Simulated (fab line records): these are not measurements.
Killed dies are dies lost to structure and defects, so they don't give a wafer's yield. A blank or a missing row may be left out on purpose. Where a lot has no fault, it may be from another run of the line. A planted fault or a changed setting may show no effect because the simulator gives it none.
fab line records -- flow rit-cmos -- part 1 of 2: steps 1 to 38 of 43
record: lots: 6, wafers: 18, last-day: 7
route steps=202 shown SDANNEAL@155 PSD@157 NSD@158 PLDD@159 NLDD@160 SILICIDE@161 CONTACT@168 M1@184
lots that met no fault: taken from a fault-free run of the same line
start-h: the number of hours between the record's first day and the start of the first shown wafer of the lot -- wait-h: hours since the lot's step before -- " unchanged from the row above -- L1.1+2: one row covering several wafers at once -- - either no value or no given start -- * or withheld: withheld -- < > ~ a bound
route shown NAME@n: names a module that has steps shown in the file, with the first one's number in the route -- usual: the fault-free wafers' mean and standard deviation -- same: alike in all rows -- chamber/n: place in a boat -- sites: each site's reading -- _std_site: the values' standard deviation -- _edge_site: inner sites' mean taken away from outer sites' mean -- radius-mm: how far each site lies from the wafer's centre -- mask NAME#n: copy n -- behind: the last tool/chamber to shape the wafer -- hold: reason for holding the lot/hours on hold/outcome of the hold -- device: the transistor (n, p or np) that didn't switch -- end of line: the tests these same wafers got at the end of their route -- where a step has no rows: the recipe by itself -- killed: dies lost to structure and defects at the first sort, not the wafer's yield -- map: the dies of a wafer, with x for killed, . for not killed, _ for no die there
set.NAME: the setting that was run; set.NAME@STEP: the one run at that earlier step -- model.NAME: the simulator's own value behind a step, which no gauge read
a table for each step, a row for each wafer; lots at some steps of the route
services: when a tool's chamber went out of use (start-h, in hours from the record's first day, below 0 if earlier), for how many hours, and the reason
== steps ==
step: RIT_SDANNEAL_CLEAN_02
recipe: chemistry: SC2, mix: 3:3:50, time-s: 600, temp-c: 75, dry: n2-spin
step: RIT_SDANNEAL_RTA_03
recipe: temp-c: 1050, time-s: 5, idle-temp-c: 600, ramp-up-c-per-s: 342, ramp-down-c-per-s: 171, cool-to-c: 600, ambient: N2
step: RIT_SDANNEAL_RS_MEAS_04
recipe: thk-meas-gauge: four-point-probe
usual: PSD_RS: 116.07/0.27
lot.wafer,tool,chamber,start-h,wait-h,PSD_RS[ohm/sq]
L231.1,film-metro-02,-,52.47,0.0,116.06
L231.2,film-metro-02,-,52.47,0.0,115.83
L231.6,film-metro-02,-,52.47,0.0,116.41
L235.3,film-metro-02,-,71.28,0.1,116.49
L235.4,film-metro-02,-,71.28,0.1,116.16
L235.6,film-metro-02,-,71.28,0.1,115.87
L245.2,film-metro-03,-,120.11,0.1,115.55
L245.5,film-metro-03,-,120.11,0.1,115.83
L245.6,film-metro-03,-,120.11,0.1,115.65
L247.1,film-metro-02,-,129.87,0.0,116.42
L247.3,film-metro-02,-,129.87,0.0,116.17
L247.6,film-metro-02,-,129.87,0.0,116.28
L252.2,film-metro-02,-,154.25,0.1,115.94
L252.4,film-metro-02,-,154.25,0.1,116.43
L252.6,film-metro-02,-,154.25,0.1,116.17
L254.4,film-metro-02,-,163.79,0.1,116.30
L254.5,film-metro-02,-,163.79,0.1,116.76
L254.6,film-metro-02,-,163.79,0.1,116.31
step: RIT_SDANNEAL_RS_MEAS_05
recipe: thk-meas-gauge: four-point-probe
usual: NSD_RS: 84.56/0.26
lot.wafer,tool,chamber,start-h,wait-h,NSD_RS[ohm/sq]
L231.1,film-metro-02,-,52.59,0.1,84.52
L231.2,film-metro-02,-,52.59,0.1,84.52
L231.6,film-metro-02,-,52.59,0.1,84.57
L235.3,film-metro-02,-,71.40,0.1,84.35
L235.4,film-metro-02,-,71.40,0.1,84.09
L235.6,film-metro-02,-,71.40,0.1,84.22
L245.2,film-metro-03,-,120.23,0.1,84.29
L245.5,film-metro-03,-,120.23,0.1,84.23
L245.6,film-metro-03,-,120.23,0.1,84.23
L247.1,film-metro-02,-,129.99,0.1,84.82
L247.3,film-metro-02,-,129.99,0.1,85.13
L247.6,film-metro-02,-,129.99,0.1,85.18
L252.2,film-metro-02,-,154.37,0.1,84.46
L252.4,film-metro-02,-,154.37,0.1,84.34
L252.6,film-metro-02,-,154.37,0.1,84.28
L254.4,film-metro-02,-,163.91,0.1,84.46
L254.5,film-metro-02,-,163.91,0.1,84.99
L254.6,film-metro-02,-,163.91,0.1,84.79
step: RIT_SDANNEAL_RS_MEAS_06
recipe: thk-meas-gauge: four-point-probe
usual: PLDD_RS: 178.6/0.44
lot.wafer,tool,chamber,start-h,wait-h,PLDD_RS[ohm/sq]
L231.1,film-metro-02,-,52.71,0.1,178.2
L231.2,film-metro-02,-,52.71,0.1,178.0
L231.6,film-metro-02,-,52.71,0.1,178.8
L235.3,film-metro-02,-,71.52,0.1,179.2
L235.4,film-metro-02,-,71.52,0.1,179.0
L235.6,film-metro-02,-,71.52,0.1,179.2
L245.2,film-metro-03,-,120.35,0.1,177.7
L245.5,film-metro-03,-,120.35,0.1,178.0
L245.6,film-metro-03,-,120.35,0.1,177.9
L247.1,film-metro-02,-,130.11,0.1,178.5
L247.3,film-metro-02,-,130.11,0.1,178.6
L247.6,film-metro-02,-,130.11,0.1,178.6
L252.2,film-metro-02,-,154.49,0.1,178.7
L252.4,film-metro-02,-,154.49,0.1,178.7
L252.6,film-metro-02,-,154.49,0.1,177.9
L254.4,film-metro-02,-,164.03,0.1,179.1
L254.5,film-metro-02,-,164.03,0.1,179.9
L254.6,film-metro-02,-,164.03,0.1,179.4
step: RIT_SDANNEAL_RS_MEAS_07
recipe: thk-meas-gauge: four-point-probe
usual: NLDD_RS: 151.6/0.5
lot.wafer,tool,chamber,start-h,wait-h,NLDD_RS[ohm/sq]
L231.1,film-metro-02,-,52.83,0.1,151.5
L231.2,film-metro-02,-,52.83,0.1,151.3
L231.6,film-metro-02,-,52.83,0.1,151.8
L235.3,film-metro-02,-,71.64,0.1,151.9
L235.4,film-metro-02,-,71.64,0.1,151.2
L235.6,film-metro-02,-,71.64,0.1,151.3
L245.2,film-metro-03,-,120.47,0.1,152.2
L245.5,film-metro-03,-,120.47,0.1,152.2
L245.6,film-metro-03,-,120.47,0.1,152.4
L247.1,film-metro-02,-,130.23,0.1,151.7
L247.3,film-metro-02,-,130.23,0.1,152.2
L247.6,film-metro-02,-,130.23,0.1,151.6
L252.2,film-metro-02,-,154.61,0.1,151.3
L252.4,film-metro-02,-,154.61,0.1,151.5
L252.6,film-metro-02,-,154.61,0.1,151.1
L254.4,film-metro-02,-,164.15,0.1,150.9
L254.5,film-metro-02,-,164.15,0.1,151.9
L254.6,film-metro-02,-,164.15,0.1,151.4
step: RIT_SILICIDE_WET_ETCH_00
recipe: chemistry: BOE, target: SiO2, target-depth-nm: 14, time-s: 15, dry: n2-spin, dilution: 10:1, temp-c: 21.5
step: RIT_SILICIDE_SPUTTER_01
recipe: material: Ti, target-thk-nm: 30, power-w: 363.2, chamber-pressure-pa: 0.667, gas: Ar, time-s: 240, substrate-temp-c: 25
usual: cathode-dc-power-W: 363.19/0.069, throttle-valve-pct: 29.6/1.1
lot.wafer,tool,chamber,start-h,wait-h,cathode-dc-power-W,throttle-valve-pct
L231.1,pvd-sputter-01,-,52.97,0.0,363.21,28.0
L231.2,pvd-sputter-01,-,52.97,0.0,363.20,29.7
L231.6,pvd-sputter-01,-,52.97,0.0,363.16,29.3
L235.3,pvd-sputter-01,-,71.73,0.0,363.23,27.6
L235.4,pvd-sputter-01,-,71.73,0.0,363.06,29.5
L235.6,pvd-sputter-01,-,71.73,0.0,363.22,29.8
L245.2,pvd-sputter-01,-,120.58,0.0,363.13,29.3
L245.5,pvd-sputter-01,-,120.58,0.0,363.21,29.7
L245.6,pvd-sputter-01,-,120.58,0.0,363.24,30.9
L247.1,pvd-sputter-04,-,130.37,0.0,363.26,27.7
L247.3,pvd-sputter-04,-,130.37,0.0,363.20,30.2
L247.6,pvd-sputter-04,-,130.37,0.0,363.21,30.2
L252.2,pvd-sputter-01,-,154.72,0.0,363.15,29.1
L252.4,pvd-sputter-01,-,154.72,0.0,363.19,29.8
L252.6,pvd-sputter-01,-,154.72,0.0,363.26,29.5
L254.4,pvd-sputter-01,-,164.24,0.0,363.17,29.2
L254.5,pvd-sputter-01,-,164.24,0.0,363.31,30.5
L254.6,pvd-sputter-01,-,164.24,0.0,363.16,29.2
step: RIT_SILICIDE_RS_MEAS_02
recipe: thk-meas-gauge: four-point-probe, reads: Ti_of_SILICIDE_SPUTTER_01
usual: SILICIDE_TI_RS: 45.9/0.78
lot.wafer,tool,chamber,start-h,wait-h,SILICIDE_TI_RS[ohm/sq]
L231.1,film-metro-03,-,53.12,0.1,44.8
L231.2,film-metro-03,-,53.12,0.1,45.7
L231.6,film-metro-03,-,53.12,0.1,45.6
L235.3,film-metro-04,-,71.92,0.1,45.7
L235.4,film-metro-04,-,71.92,0.1,46.4
L235.6,film-metro-04,-,71.92,0.1,46.1
L245.2,film-metro-04,-,120.75,0.1,46.0
L245.5,film-metro-04,-,120.75,0.1,46.4
L245.6,film-metro-04,-,120.75,0.1,45.9
L247.1,film-metro-04,-,130.52,0.1,45.3
L247.3,film-metro-04,-,130.52,0.1,47.1
L247.6,film-metro-04,-,130.52,0.1,45.5
L252.2,film-metro-04,-,154.89,0.1,46.1
L252.4,film-metro-04,-,154.89,0.1,46.9
L252.6,film-metro-04,-,154.89,0.1,46.7
L254.4,film-metro-04,-,164.45,0.1,46.1
L254.5,film-metro-04,-,164.45,0.1,45.9
L254.6,film-metro-04,-,164.45,0.1,46.9
step: RIT_SILICIDE_THK_MEAS_03
recipe: thk-meas-gauge: xrf, reads: Ti_of_SILICIDE_SPUTTER_01
usual: SILICIDE_TI_THK: 31.5/0.48
lot.wafer,tool,chamber,start-h,wait-h,SILICIDE_TI_THK[nm]
L231.1,film-metro-03,-,53.24,0.1,31.9
L231.2,film-metro-03,-,53.24,0.1,31.5
L231.6,film-metro-03,-,53.24,0.1,31.4
L235.3,film-metro-04,-,72.02,0.1,31.4
L235.4,film-metro-04,-,72.02,0.1,31.1
L235.6,film-metro-04,-,72.02,0.1,31.3
L245.2,film-metro-04,-,120.86,0.1,31.4
L245.5,film-metro-04,-,120.86,0.1,31.2
L245.6,film-metro-04,-,120.86,0.1,31.6
L247.1,film-metro-04,-,130.64,0.1,31.8
L247.3,film-metro-04,-,130.64,0.1,31.0
L247.6,film-metro-04,-,130.64,0.1,31.7
L252.2,film-metro-04,-,155.00,0.1,31.4
L252.4,film-metro-04,-,155.00,0.1,30.8
L252.6,film-metro-04,-,155.00,0.1,30.9
L254.4,film-metro-04,-,164.54,0.1,31.2
L254.5,film-metro-04,-,164.54,0.1,31.4
L254.6,film-metro-04,-,164.54,0.1,31.0
step: RIT_SILICIDE_RTA_04
recipe: temp-c: 650, time-s: 10, idle-temp-c: 25, ramp-up-s: 5, ramp-down-s: 5, cool-to-c: 25, ambient: N2
usual: anneal-temp-c-max: 654.1/0.87, wafer_temp_C_max: 653.0/0.68
lot.wafer,tool,chamber,start-h,wait-h,anneal-temp-c-max,wafer_temp_C_max
L231.1,rtp-anneal-01,0,53.30,0.1,656.0,653.1
L231.2,rtp-anneal-01,0,53.30,0.1,654.9,653.4
L231.6,rtp-anneal-01,0,53.30,0.1,655.0,653.4
L235.3,rtp-anneal-01,0,72.08,0.1,656.4,653.2
L235.4,rtp-anneal-01,0,72.08,0.1,654.2,652.9
L235.6,rtp-anneal-01,0,72.08,0.1,655.2,653.9
L245.2,rtp-anneal-01,0,120.93,0.1,655.3,652.5
L245.5,rtp-anneal-01,0,120.93,0.1,653.9,653.3
L245.6,rtp-anneal-01,0,120.93,0.1,654.8,653.2
L247.1,rtp-anneal-01,0,130.70,0.1,654.2,653.3
L247.3,rtp-anneal-01,0,130.70,0.1,656.3,653.1
L247.6,rtp-anneal-01,0,130.70,0.1,653.9,654.3
L252.2,rtp-anneal-02,0,155.07,0.1,653.2,652.4
L252.4,rtp-anneal-02,0,155.07,0.1,654.1,653.0
L252.6,rtp-anneal-02,0,155.07,0.1,652.8,652.8
L254.4,rtp-anneal-02,0,164.60,0.1,652.8,652.5
L254.5,rtp-anneal-02,0,164.60,0.1,653.2,653.4
L254.6,rtp-anneal-02,0,164.60,0.1,653.6,653.1
step: RIT_SILICIDE_WET_ETCH_05
recipe: chemistry: SPM, target: Ti, temp-c: 90, time-s: 120, dry: n2-spin
step: RIT_SILICIDE_RTA_06
recipe: temp-c: 750, time-s: 10, idle-temp-c: 25, ramp-up-s: 5, ramp-down-s: 10, cool-to-c: 25, ambient: N2
usual: anneal-temp-c-max: 754.8/1, wafer_temp_C_max: 753.5/0.87
lot.wafer,tool,chamber,start-h,wait-h,anneal-temp-c-max,wafer_temp_C_max
L231.1,rtp-anneal-02,0,53.40,0.0,756.0,752.9
L231.2,rtp-anneal-02,0,53.40,0.0,754.0,753.2
L231.6,rtp-anneal-02,0,53.40,0.0,755.4,752.9
L235.3,rtp-anneal-02,0,72.19,0.0,755.0,752.8
L235.4,rtp-anneal-02,0,72.19,0.0,754.2,753.5
L235.6,rtp-anneal-02,0,72.19,0.0,753.9,753.7
L245.2,rtp-anneal-02,0,121.03,0.0,754.7,752.9
L245.5,rtp-anneal-02,0,121.03,0.0,756.2,752.4
L245.6,rtp-anneal-02,0,121.03,0.0,754.7,753.9
L247.1,rtp-anneal-02,0,130.81,0.0,753.1,753.3
L247.3,rtp-anneal-02,0,130.81,0.0,752.9,754.0
L247.6,rtp-anneal-02,0,130.81,0.0,754.1,753.1
L252.2,rtp-anneal-01,0,155.17,0.0,755.6,753.0
L252.4,rtp-anneal-01,0,155.17,0.0,755.4,753.5
L252.6,rtp-anneal-01,0,155.17,0.0,756.4,752.7
L254.4,rtp-anneal-01,0,164.76,0.0,756.4,754.3
L254.5,rtp-anneal-01,0,164.76,0.0,753.9,753.4
L254.6,rtp-anneal-01,0,164.76,0.0,754.8,753.0
step: RIT_CONTACT_CVD_00
recipe: material: SiO2, target-thk-nm: 400, precursor: TEOS, temp-c: 390, time-s: 61, rf-w: 400
usual: heater-power-w: 309/41, rf-fwd-power-W: 396.3/1.7
lot.wafer,tool,chamber,start-h,wait-h,heater-power-w,rf-fwd-power-W,since-wet-clean-h
L231.1,pecvd-03,0,53.47,0.1,312,396.5,999
L231.2,pecvd-03,2,53.47,0.1,316,394.1,999
L231.6,pecvd-03,1,53.47,0.1,227,395.6,-
L235.3,pecvd-04,0,72.24,0.0,313,397.6,1408
L235.4,pecvd-04,1,72.24,0.0,338,400.8,-
L235.6,pecvd-04,0,72.24,0.0,319,397.6,-
L245.2,pecvd-03,0,121.09,0.0,256,395.3,1067
L245.5,pecvd-03,1,121.09,0.0,280,398.9,-
L245.6,pecvd-03,0,121.09,0.0,272,396.2,-
L247.1,pecvd-04,0,130.87,0.1,289,397.5,1467
L247.3,pecvd-04,2,130.87,0.1,313,397.0,1467
L247.6,pecvd-04,1,130.87,0.1,348,400.7,-
L252.2,pecvd-02,1,155.23,0.0,407,396.8,306
L252.4,pecvd-02,2,155.23,0.0,323,394.9,-
L252.6,pecvd-02,0,155.23,0.0,300,395.2,-
L254.4,pecvd-03,1,164.82,0.0,262,396.7,-
L254.5,pecvd-03,0,164.82,0.0,294,394.7,-
L254.6,pecvd-03,2,164.82,0.0,337,394.9,-
step: RIT_CONTACT_THK_MEAS_01
recipe: reads: SiO2_of_CONTACT_CVD_00
usual: CONTACT_TEOS_THK: 400/5.8
lot.wafer,tool,chamber,start-h,wait-h,CONTACT_TEOS_THK[nm]
L231.1,film-metro-02,-,53.52,0.0,398
L231.2,film-metro-02,-,53.52,0.0,397
L231.6,film-metro-02,-,53.52,0.0,397
L235.3,film-metro-04,-,72.31,0.0,408
L235.4,film-metro-04,-,72.31,0.0,406
L235.6,film-metro-04,-,72.31,0.0,413
L245.2,film-metro-03,-,121.15,0.0,394
L245.5,film-metro-03,-,121.15,0.0,401
L245.6,film-metro-03,-,121.15,0.0,397
L247.1,film-metro-04,-,130.92,0.0,398
L247.3,film-metro-04,-,130.92,0.0,401
L247.6,film-metro-04,-,130.92,0.0,401
L252.2,film-metro-03,-,155.29,0.0,402
L252.4,film-metro-03,-,155.29,0.0,407
L252.6,film-metro-03,-,155.29,0.0,404
L254.4,film-metro-03,-,164.88,0.0,393
L254.5,film-metro-03,-,164.88,0.0,400
L254.6,film-metro-03,-,164.88,0.0,399
step: RIT_CONTACT_HMDS_02
recipe: prime-time-s: 60, prime-temp-c: 140
step: RIT_CONTACT_COAT_03
recipe: resist: NOVOLAK, spin-rpm: 3250, resist-thk-nm: 1000
step: RIT_CONTACT_SOFTBAKE_04
recipe: resist: NOVOLAK, temp-c: 90, time-s: 60
step: RIT_CONTACT_EXPOSE_05
recipe: mask-id: M11, na: 0.6, source-shape: conventional, sigma-outer: 0.5, target-cd-nm: 1000, dose-mj: 250
step: RIT_CONTACT_PEB_06
recipe: resist: NOVOLAK, temp-c: withheld, time-s: withheld
step: RIT_CONTACT_DEVELOP_07
recipe: resist: NOVOLAK, develop-time-s: 120, dev-temp-c: 23
step: RIT_CONTACT_CD_MEAS_08
recipe: target-cd-nm: 1000
usual: cd-nm: 1000.8/2
lot.wafer,tool,chamber,start-h,wait-h,cd-nm
L231.1,cd-sem-01,-,54.67,-,1007.1
L231.2,cd-sem-01,-,54.67,-,1003.1
L231.6,cd-sem-01,-,54.67,-,1002.6
L235.3,cd-sem-01,-,73.48,-,1000.3
L235.4,cd-sem-01,-,73.48,-,999.8
L235.6,cd-sem-01,-,73.48,-,1001.0
L245.2,cd-sem-02,-,122.50,-,1001.8
L245.5,cd-sem-02,-,122.50,-,1001.4
L245.6,cd-sem-02,-,122.50,-,1003.7
L247.1,cd-sem-02,-,132.13,-,998.5
L247.3,cd-sem-02,-,132.13,-,998.1
L247.6,cd-sem-02,-,132.13,-,997.2
L252.2,cd-sem-01,-,156.41,-,1000.4
L252.4,cd-sem-01,-,156.41,-,1001.6
L252.6,cd-sem-01,-,156.41,-,999.8
L254.4,cd-sem-02,-,165.93,-,1000.6
L254.5,cd-sem-02,-,165.93,-,1000.0
L254.6,cd-sem-02,-,165.93,-,1000.3
step: RIT_CONTACT_OVL_MEAS_09
usual: CONTACT_OVL: 0.1/1.4
lot.wafer,tool,chamber,start-h,wait-h,CONTACT_OVL[nm]
L231.1,overlay-02,-,54.79,0.1,1.8
L231.2,overlay-02,-,54.79,0.1,1.3
L231.6,overlay-02,-,54.79,0.1,0.1
L235.3,overlay-01,-,73.57,0.1,0.0
L235.4,overlay-01,-,73.57,0.1,-0.9
L235.6,overlay-01,-,73.57,0.1,-0.4
L245.2,overlay-02,-,122.61,0.1,-0.4
L245.5,overlay-02,-,122.61,0.1,-0.3
L245.6,overlay-02,-,122.61,0.1,1.0
L247.1,overlay-01,-,132.25,0.1,0.2
L247.3,overlay-01,-,132.25,0.1,2.0
L247.6,overlay-01,-,132.25,0.1,0.6
L252.2,overlay-02,-,156.52,0.1,0.5
L252.4,overlay-02,-,156.52,0.1,-0.4
L252.6,overlay-02,-,156.52,0.1,-1.7
L254.4,overlay-02,-,166.01,0.1,-0.8
L254.5,overlay-02,-,166.01,0.1,-1.7
L254.6,overlay-02,-,166.01,0.1,-1.1
step: RIT_CONTACT_HARDBAKE_10
recipe: resist: NOVOLAK, temp-c: 140, time-s: 60
step: RIT_CONTACT_ETCH_11
recipe: target-depth-a: 4800, over-etch-frac: 0.2, stop-on: TiSi2, chemistry: CHF3/CF4/Ar, target: SiO2, CHF3_flow_sccm: 50, cf4-flow-sccm: 10, Ar_flow_sccm: 100, O2_flow_sccm: 5, pressure-mtorr: 100, rf-w: 200, time-s: 320
usual: drypump-motor-current-A: 5.7/0.3, oes-product-au: 0.986/0.014, rf-fwd-power-W: 199.5/0.53, throttle-valve-pct: 8.91/0.14
lot.wafer,tool,chamber,start-h,wait-h,drypump-motor-current-A,oes-product-au,rf-fwd-power-W,rf-hours-counter-h,throttle-valve-pct
L231.1,rie-diel-01,2,54.98,0.1,5.4,0.957,199.3,62,9.12
L231.2,rie-diel-01,1,54.98,0.1,6.4,1.007,199.2,163,9.02
L231.6,rie-diel-01,3,54.98,0.1,5.6,0.985,198.5,-,8.71
L235.3,rie-diel-02,2,73.75,0.1,5.4,1.000,199.8,3,8.98
L235.4,rie-diel-02,3,73.75,0.1,6.3,0.973,199.9,2,8.80
L235.6,rie-diel-02,2,73.75,0.1,5.4,0.998,199.0,-,8.98
L245.2,rie-diel-03,2,122.79,0.1,5.9,1.009,199.0,73,8.91
L245.5,rie-diel-03,0,122.79,0.1,5.6,0.996,200.0,-,8.79
L245.6,rie-diel-03,3,122.79,0.1,5.5,0.998,199.5,-,9.09
L247.1,rie-diel-02,0,132.44,0.1,5.7,0.973,198.6,134,8.69
L247.3,rie-diel-02,1,132.44,0.1,5.7,0.981,200.0,142,8.93
L247.6,rie-diel-02,1,132.44,0.1,5.7,0.976,199.1,-,8.92
L252.2,rie-diel-02,3,156.79,0.1,6.3,0.974,199.1,4,8.81
L252.4,rie-diel-02,2,156.79,0.1,5.4,0.998,199.2,5,8.99
L252.6,rie-diel-02,3,156.79,0.1,6.3,0.972,199.9,-,8.80
L254.4,rie-diel-01,0,166.18,0.1,5.9,0.989,199.7,7,8.90
L254.5,rie-diel-01,3,166.18,0.1,5.6,0.979,199.2,-,8.70
L254.6,rie-diel-01,0,166.18,0.1,6.0,0.990,199.2,-,8.89
step: RIT_CONTACT_STRIP_12
recipe: chemistry: O2, time-s: 180, resist: NOVOLAK, platen-temp-c: withheld, power-w: 500, pressure-mtorr: 4000, o2-flow-sccm: 4000
usual: drypump-motor-current-A: 5.6/0.49
lot.wafer,tool,chamber,start-h,wait-h,drypump-motor-current-A,rf-hours-counter-h
L231.1,plasma-asher-02,1,55.17,0.1,5.9,42
L231.2,plasma-asher-02,0,55.17,0.1,5.5,42
L231.6,plasma-asher-02,0,55.17,0.1,5.5,-
L235.3,plasma-asher-03,1,74.00,0.2,6.1,-
L235.4,plasma-asher-03,0,74.00,0.2,4.8,-
L235.6,plasma-asher-03,0,74.00,0.2,4.7,-
L245.2,plasma-asher-03,0,122.98,0.1,4.7,50
L245.5,plasma-asher-03,0,122.98,0.1,4.7,-
L245.6,plasma-asher-03,1,122.98,0.1,6.1,-
L247.1,plasma-asher-04,1,132.63,0.1,6.1,32
L247.3,plasma-asher-04,1,132.63,0.1,6.2,-
L247.6,plasma-asher-04,1,132.63,0.1,6.2,-
L252.2,plasma-asher-02,1,156.98,0.1,5.9,53
L252.4,plasma-asher-02,0,156.98,0.1,5.5,-
L252.6,plasma-asher-02,0,156.98,0.1,5.5,-
L254.4,plasma-asher-04,1,166.43,0.2,6.1,-
L254.5,plasma-asher-04,1,166.43,0.2,6.1,-
L254.6,plasma-asher-04,0,166.43,0.2,5.5,-
step: RIT_CONTACT_CD_MEAS_90
recipe: target-cd-nm: 1000
usual: cd-nm: 1000.9/2.2
lot.wafer,tool,chamber,start-h,wait-h,cd-nm
L231.1,cd-sem-01,-,55.35,0.1,1007.8
L231.2,cd-sem-01,-,55.35,0.1,1003.1
L231.6,cd-sem-01,-,55.35,0.1,1002.9
L235.3,cd-sem-02,-,74.16,0.1,1000.3
L235.4,cd-sem-02,-,74.16,0.1,999.6
L235.6,cd-sem-02,-,74.16,0.1,1000.6
L245.2,cd-sem-02,-,123.18,0.1,1001.8
L245.5,cd-sem-02,-,123.18,0.1,1001.7
L245.6,cd-sem-02,-,123.18,0.1,1004.1
L247.1,cd-sem-01,-,132.81,0.1,998.1
L247.3,cd-sem-01,-,132.81,0.1,997.9
L247.6,cd-sem-01,-,132.81,0.1,997.1
L252.2,cd-sem-01,-,157.18,0.1,1000.7
L252.4,cd-sem-01,-,157.18,0.1,1000.9
L252.6,cd-sem-01,-,157.18,0.1,1000.1
L254.4,cd-sem-01,-,166.61,0.1,1000.0
L254.5,cd-sem-01,-,166.61,0.1,998.9
L254.6,cd-sem-01,-,166.61,0.1,999.8
step: RIT_CONTACT_CLEAN_13
recipe: chemistry: SC1, mix: 3:3:50, time-s: 600, temp-c: 75
step: RIT_CONTACT_CLEAN_14
recipe: chemistry: SC2, mix: 3:3:50, time-s: 600, temp-c: 75, dry: n2-spin
step: RIT_M1_SPUTTER_00
recipe: material: Al, target-thk-nm: 400, power-w: 2000, chamber-pressure-pa: 0.4, gas: Ar, time-s: 500, substrate-temp-c: 25
step: RIT_M1_RS_MEAS_01
recipe: thk-meas-gauge: four-point-probe, reads: Al_of_M1_SPUTTER_00
usual: M1_AL_RS: 0.0736/0.00087
lot.wafer,tool,chamber,start-h,wait-h,M1_AL_RS[ohm/sq]
L231.1,film-metro-02,-,56.11,0.1,0.0746
L231.2,film-metro-02,-,56.11,0.1,0.0744
L231.6,film-metro-02,-,56.11,0.1,0.0750
L235.3,film-metro-02,-,74.92,0.2,0.0734
L235.4,film-metro-02,-,74.92,0.2,0.0751
L235.6,film-metro-02,-,74.92,0.2,0.0735
L245.2,film-metro-01,-,123.94,0.2,0.0737
L245.5,film-metro-01,-,123.94,0.2,0.0729
L245.6,film-metro-01,-,123.94,0.2,0.0738
L247.1,film-metro-01,-,133.57,0.1,0.0723
L247.3,film-metro-01,-,133.57,0.1,0.0742
L247.6,film-metro-01,-,133.57,0.1,0.0739
L252.2,film-metro-02,-,157.94,0.2,0.0748
L252.4,film-metro-02,-,157.94,0.2,0.0745
L252.6,film-metro-02,-,157.94,0.2,0.0746
L254.4,film-metro-02,-,167.72,0.2,0.0732
L254.5,film-metro-02,-,167.72,0.2,0.0719
L254.6,film-metro-02,-,167.72,0.2,0.0737
step: RIT_M1_THK_MEAS_02
recipe: thk-meas-gauge: xrf, reads: Al_of_M1_SPUTTER_00
usual: M1_AL_THK: 396/6.7
lot.wafer,tool,chamber,start-h,wait-h,M1_AL_THK[nm]
L231.1,film-metro-02,-,56.23,0.1,387
L231.2,film-metro-02,-,56.23,0.1,393
L231.6,film-metro-02,-,56.23,0.1,389
L235.3,film-metro-02,-,75.02,0.1,393
L235.4,film-metro-02,-,75.02,0.1,385
L235.6,film-metro-02,-,75.02,0.1,392
L245.2,film-metro-01,-,124.05,0.1,399
L245.5,film-metro-01,-,124.05,0.1,406
L245.6,film-metro-01,-,124.05,0.1,404
L247.1,film-metro-01,-,133.69,0.1,409
L247.3,film-metro-01,-,133.69,0.1,397
L247.6,film-metro-01,-,133.69,0.1,396
L252.2,film-metro-02,-,158.05,0.1,385
L252.4,film-metro-02,-,158.05,0.1,388
L252.6,film-metro-02,-,158.05,0.1,388
L254.4,film-metro-02,-,167.81,0.1,395
L254.5,film-metro-02,-,167.81,0.1,403
L254.6,film-metro-02,-,167.81,0.1,394
step: RIT_M1_HMDS_03
recipe: prime-time-s: 60, prime-temp-c: 140
step: RIT_M1_COAT_04
recipe: resist: NOVOLAK, spin-rpm: 2000, resist-thk-nm: 1312
step: RIT_M1_SOFTBAKE_05
recipe: resist: NOVOLAK, temp-c: 90, time-s: 60
step: RIT_M1_EXPOSE_06
recipe: mask-id: M12, na: 0.6, source-shape: conventional, sigma-outer: 0.5, target-cd-nm: 2600, dose-mj: 250
step: RIT_M1_PEB_07
recipe: resist: NOVOLAK, temp-c: withheld, time-s: withheld
step: RIT_M1_DEVELOP_08
recipe: resist: NOVOLAK, develop-time-s: 68, dev-temp-c: 23
